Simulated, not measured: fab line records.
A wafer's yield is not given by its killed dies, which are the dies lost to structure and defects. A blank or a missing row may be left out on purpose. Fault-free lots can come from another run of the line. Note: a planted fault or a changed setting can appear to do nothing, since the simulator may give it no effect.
fab line records -- flow berkeley-cmos170 -- part 2 of 2: steps 30 to 40 of 40
record lots=5, wafers=15, last-day=11
route steps=331 shown GATE@125 FIELD@126 PLDD@145 NLDD@158
lots with no fault: from the same line, run without faults
start-h: hours from the record's opening day to when the first of the lot's shown wafers began -- wait-h: hours elapsed since this lot's preceding step -- " the same as in the row above -- L1.1+2: several wafers, shown together as one row -- - value missing, or start not given -- * or withheld: withheld -- < > ~ a bound
route shown NAME@n: names a module that has steps shown in the file, with the first one's number in the route -- usual: mean/standard deviation taken from wafers without a fault -- same: alike in all rows -- chamber/n: place in a boat -- sites: readings site by site -- _std_site: the standard deviation of these -- _edge_site: inner sites' mean taken away from outer sites' mean -- radius-mm: how far each site lies from the wafer's centre -- mask NAME#n: copy n -- behind: tool/chamber where the wafer was last shaped -- hold: the reason the lot was held/the length of the hold in hours/how it ended -- device: whichever transistor did not switch (one of n, p or np) -- end of line: tests run on the same wafers once the route is complete -- for a step that has no rows: nothing shown but its recipe -- killed: not the wafer's yield, but the dies lost to structure and defects at the first sort -- map: per-die view of a wafer (x killed, . not killed, _ where there is no die)
set.NAME: setting as actually run; set.NAME@STEP: the setting as run at that earlier step -- model.NAME: the simulator's own value behind a step, which no gauge read
lots at some steps of the route; a table a step, a row a wafer
services: a tool's chamber out of use, with start hour (start-h, from the record's first day; less than 0 if before it), hours out, and reason
## steps
# step UCB170_PLDD_IMPLANT_09
# recipe species=BF2, dose-cm2=5e+13, energy-kev=10, tilt-deg=7, rotation-deg=180
# usual beam-energy-keV=9.999/0.0032, faraday-current-uA=158/3.1, rotation-deg=180.00/0.037, tilt-deg=6.998/0.017
lot.wafer,tool,chamber,start-h,wait-h,beam-energy-keV,faraday-current-uA,rotation-deg,tilt-deg
L081.3,implanter-01,0,154.77,0.1,9.997,163,180.02,6.973
L081.4,implanter-01,0,154.77,0.1,10.001,157,179.99,6.995
L081.6,implanter-01,0,154.77,0.1,9.998,156,179.99,6.984
L088.1,implanter-04,0,195.59,0.1,9.996,162,180.00,6.972
L088.4,implanter-04,0,195.59,0.1,9.994,160,180.02,7.001
L088.5,implanter-04,0,195.59,0.1,9.999,158,179.93,6.972
L089.1,implanter-03,0,196.30,0.1,10.003,158,180.04,7.013
L089.3,implanter-03,0,196.30,0.1,10.005,161,179.96,7.014
L089.5,implanter-03,0,196.30,0.1,10.000,163,180.01,7.003
L090.2,implanter-01,0,202.03,0.1,9.994,158,179.99,6.969
L090.3,implanter-01,0,202.03,0.1,9.998,160,180.01,6.973
L090.4,implanter-01,0,202.03,0.1,9.997,156,180.03,7.019
L095.1,implanter-03,0,229.56,0.1,10.001,161,179.99,6.992
L095.2,implanter-03,0,229.56,0.1,10.001,160,180.03,7.018
L095.3,implanter-03,0,229.56,0.1,9.994,160,179.98,7.002
# step UCB170_PLDD_STRIP_10
# recipe chemistry=O2, power-w=400, pressure-mtorr=3500, platen-temp-c=withheld, o2-flow-sccm=400, overash-fraction=0.5
# usual chamber-pressure-mTorr=3500/3.2, drypump-motor-current-A=5.56/0.3, o2-flow-sccm=400.1/1.2, oes-product-au=0.734/0.0045, strip-time-to-endpoint-s=21.67/0.062
lot.wafer,tool,chamber,start-h,wait-h,chamber-pressure-mTorr,drypump-motor-current-A,o2-flow-sccm,oes-product-au,rf-hours-counter-h,strip-time-to-endpoint-s
L081.3,plasma-asher-03,0,154.90,0.1,3493,5.08,399.8,0.737,-,21.68
L081.4,plasma-asher-03,1,154.90,0.1,3494,5.88,399.7,0.743,-,21.71
L081.6,plasma-asher-03,0,154.90,0.1,3500,5.08,399.4,0.724,-,21.71
L088.1,plasma-asher-04,1,195.74,0.1,3501,5.36,400.1,0.738,8,21.64
L088.4,plasma-asher-04,0,195.74,0.1,3505,5.35,400.4,0.734,-,21.68
L088.5,plasma-asher-04,1,195.74,0.1,3501,5.34,399.8,0.731,-,21.67
L089.1,plasma-asher-03,1,196.45,0.1,3503,5.89,400.3,0.745,53,21.63
L089.3,plasma-asher-03,0,196.45,0.1,3503,5.06,399.4,0.728,-,21.66
L089.5,plasma-asher-03,1,196.45,0.1,3495,5.90,399.6,0.733,-,21.57
L090.2,plasma-asher-02,1,202.15,0.1,3503,5.98,400.9,0.733,52,21.59
L090.3,plasma-asher-02,0,202.15,0.1,3499,5.75,400.6,0.735,-,21.54
L090.4,plasma-asher-02,1,202.15,0.1,3500,5.96,400.9,0.736,-,21.54
L095.1,plasma-asher-04,0,229.71,0.1,3496,5.39,397.4,0.734,13,21.69
L095.2,plasma-asher-04,1,229.71,0.1,3501,5.35,398.1,0.728,13,21.71
L095.3,plasma-asher-04,0,229.71,0.1,3497,5.37,399.7,0.736,-,21.67
# step UCB170_PLDD_TW_MEAS_11
# usual PLDD_TW=1019/6.4
lot.wafer,tool,chamber,start-h,wait-h,PLDD_TW
L081.3,film-metro-01,-,154.99,0.1,1017
L081.4,film-metro-01,-,154.99,0.1,1018
L081.6,film-metro-01,-,154.99,0.1,1017
L088.1,film-metro-01,-,195.88,0.1,1014
L088.4,film-metro-01,-,195.88,0.1,1013
L088.5,film-metro-01,-,195.88,0.1,1012
L089.1,film-metro-01,-,196.55,0.1,1016
L089.3,film-metro-01,-,196.55,0.1,1020
L089.5,film-metro-01,-,196.55,0.1,1015
L090.2,film-metro-04,-,202.26,0.1,1030
L090.3,film-metro-04,-,202.26,0.1,1033
L090.4,film-metro-04,-,202.26,0.1,1036
L095.1,film-metro-01,-,229.81,0.1,1017
L095.2,film-metro-01,-,229.81,0.1,1020
L095.3,film-metro-01,-,229.81,0.1,1018
# step UCB170_PLDD_CLEAN_12
# recipe chemistry=SPM, temp-c=120, time-s=600
lot.wafer,tool,chamber,start-h,wait-h
L081.3+4+6,wet-bench-03,1,155.69,0.7
L088.1+4+5,wet-bench-04,3,195.99,0.1
L089.1+3+5,wet-bench-04,0,199.75,3.2
L090.2+3+4,wet-bench-04,3,202.45,0.2
L095.1+2+3,wet-bench-04,3,229.94,0.1
# step UCB170_NLDD_HMDS_00
# recipe prime-time-s=60, prime-temp-c=100
lot.wafer,tool,chamber,start-h,wait-h
L081.3+4+6,litho-track-03,0,156.23,0.4
L088.1+4+5,litho-track-03,0,196.55,0.4
L089.1+3+5,litho-track-03,0,200.74,0.8
L090.2+3+4,litho-track-01,0,202.65,0.0
L095.1+2+3,litho-track-03,0,230.36,0.2
# step UCB170_NLDD_COAT_01
# recipe resist=KrF, spin-rpm=1500, resist-thk-nm=900
# usual spin-speed-rpm=1500.0/1
lot.wafer,tool,chamber,start-h,wait-h,spin-speed-rpm
L081.3,litho-track-03,0,156.38,0.1,1499.9
L081.4,litho-track-03,0,156.38,0.1,1499.4
L081.6,litho-track-03,0,156.38,0.1,1501.3
L088.1,litho-track-03,0,196.70,0.1,1498.6
L088.4,litho-track-03,0,196.70,0.1,1498.6
L088.5,litho-track-03,0,196.70,0.1,1498.4
L089.1,litho-track-03,0,200.89,0.1,1500.1
L089.3,litho-track-03,0,200.89,0.1,1501.6
L089.5,litho-track-03,0,200.89,0.1,1497.9
L090.2,litho-track-01,0,202.80,0.1,1502.0
L090.3,litho-track-01,0,202.80,0.1,1499.4
L090.4,litho-track-01,0,202.80,0.1,1500.6
L095.1,litho-track-03,0,230.51,0.1,1499.8
L095.2,litho-track-03,0,230.51,0.1,1500.3
L095.3,litho-track-03,0,230.51,0.1,1499.0
# step UCB170_NLDD_SOFTBAKE_02
# recipe resist=KrF, temp-c=130, time-s=60
lot.wafer,tool,chamber,start-h,wait-h
L081.3+4+6,litho-track-03,0,156.53,0.1
L088.1+4+5,litho-track-03,0,196.85,0.1
L089.1+3+5,litho-track-03,0,201.04,0.1
L090.2+3+4,litho-track-01,0,202.95,0.1
L095.1+2+3,litho-track-03,0,230.66,0.1
# step UCB170_NLDD_EXPOSE_03
# recipe mask-id=NSELECT, na=0.5, sigma-outer=0.6, source-shape=conventional, target-cd-nm=1200, dose-mj=30
lot.wafer,tool,chamber,start-h,wait-h,mask
L081.3+4+6,krf-scanner-01,0,156.84,0.3,NSELECT#0
L088.1+4+5,krf-scanner-02,0,197.00,0.1,NSELECT#0
L089.1+3+5,krf-scanner-02,0,201.19,0.1,NSELECT#0
L090.2+3+4,krf-scanner-01,0,203.09,0.1,NSELECT#0
L095.1+2+3,krf-scanner-02,0,230.81,0.1,NSELECT#0
# step UCB170_NLDD_PEB_04
# recipe peb-temp-c=130, peb-time-s=withheld, resist=KrF
lot.wafer,tool,chamber,start-h,wait-h
L081.3+4+6,litho-track-01,0,157.09,0.2
L088.1+4+5,litho-track-01,0,197.17,0.2
L089.1+3+5,litho-track-01,0,201.50,0.3
L090.2+3+4,litho-track-01,0,203.22,0.1
L095.1+2+3,litho-track-03,0,231.09,0.3
# step UCB170_NLDD_DEVELOP_05
# recipe developer=TMAH, develop-time-s=45, resist=KrF, dev-temp-c=21
lot.wafer,tool,chamber,start-h,wait-h
L081.3+4+6,litho-track-01,0,-,-
L088.1+4+5,litho-track-01,0,-,-
L089.1+3+5,litho-track-01,0,-,-
L090.2+3+4,litho-track-01,0,-,-
L095.1+2+3,litho-track-03,0,-,-
# step UCB170_NLDD_CD_MEAS_06
# recipe target-cd-nm=1200
# usual cd-nm=1200.0/1.4
lot.wafer,tool,chamber,start-h,wait-h,cd-nm
L081.3,cd-sem-01,-,157.35,-,1201.5
L081.4,cd-sem-01,-,157.35,-,1203.0
L081.6,cd-sem-01,-,157.35,-,1202.4
L088.1,cd-sem-02,-,197.45,-,1198.7
L088.4,cd-sem-02,-,197.45,-,1200.3
L088.5,cd-sem-02,-,197.45,-,1199.3
L089.1,cd-sem-02,-,201.99,-,1201.4
L089.3,cd-sem-02,-,201.99,-,1202.2
L089.5,cd-sem-02,-,201.99,-,1200.7
L090.2,cd-sem-02,-,203.49,-,1200.5
L090.3,cd-sem-02,-,203.49,-,1200.0
L090.4,cd-sem-02,-,203.49,-,1200.5
L095.1,cd-sem-01,-,231.36,-,1198.7
L095.2,cd-sem-01,-,231.36,-,1199.6
L095.3,cd-sem-01,-,231.36,-,1198.8
## services
tool,chamber,start-h,hours,kind
implanter-03,-,125.25,2.0,repair
rie-si-02,3,126.09,14.3,repair
rie-diel-03,2,130.52,6.6,repair
krf-scanner-02,-,133.99,0.8,pm
krf-scanner-02,-,134.74,1.0,pm
krf-scanner-02,-,137.23,1.3,pm
rie-diel-03,0,139.13,9.1,repair
krf-scanner-01,0,147.56,-,calibration
plasma-asher-04,-,147.88,1.2,repair
plasma-asher-03,-,150.77,2.4,repair
krf-scanner-01,-,153.39,1.2,repair
furnace-01,-,153.43,3.2,pm
rie-si-01,1,156.82,-,clean
rie-si-01,1,156.82,21.9,scheduled-down
implanter-01,-,156.96,3.1,repair
implanter-03,-,164.07,4.3,repair
implanter-03,-,164.65,4.2,repair
lpcvd-01,-,190.40,1.1,repair
krf-scanner-01,-,198.14,1.0,repair
rie-diel-03,-,203.80,4.0,pm
furnace-02,-,216.14,4.1,pm
krf-scanner-01,-,217.15,1.0,pm
rie-diel-04,1,221.83,18.5,repair
plasma-asher-01,-,226.52,4.3,pm
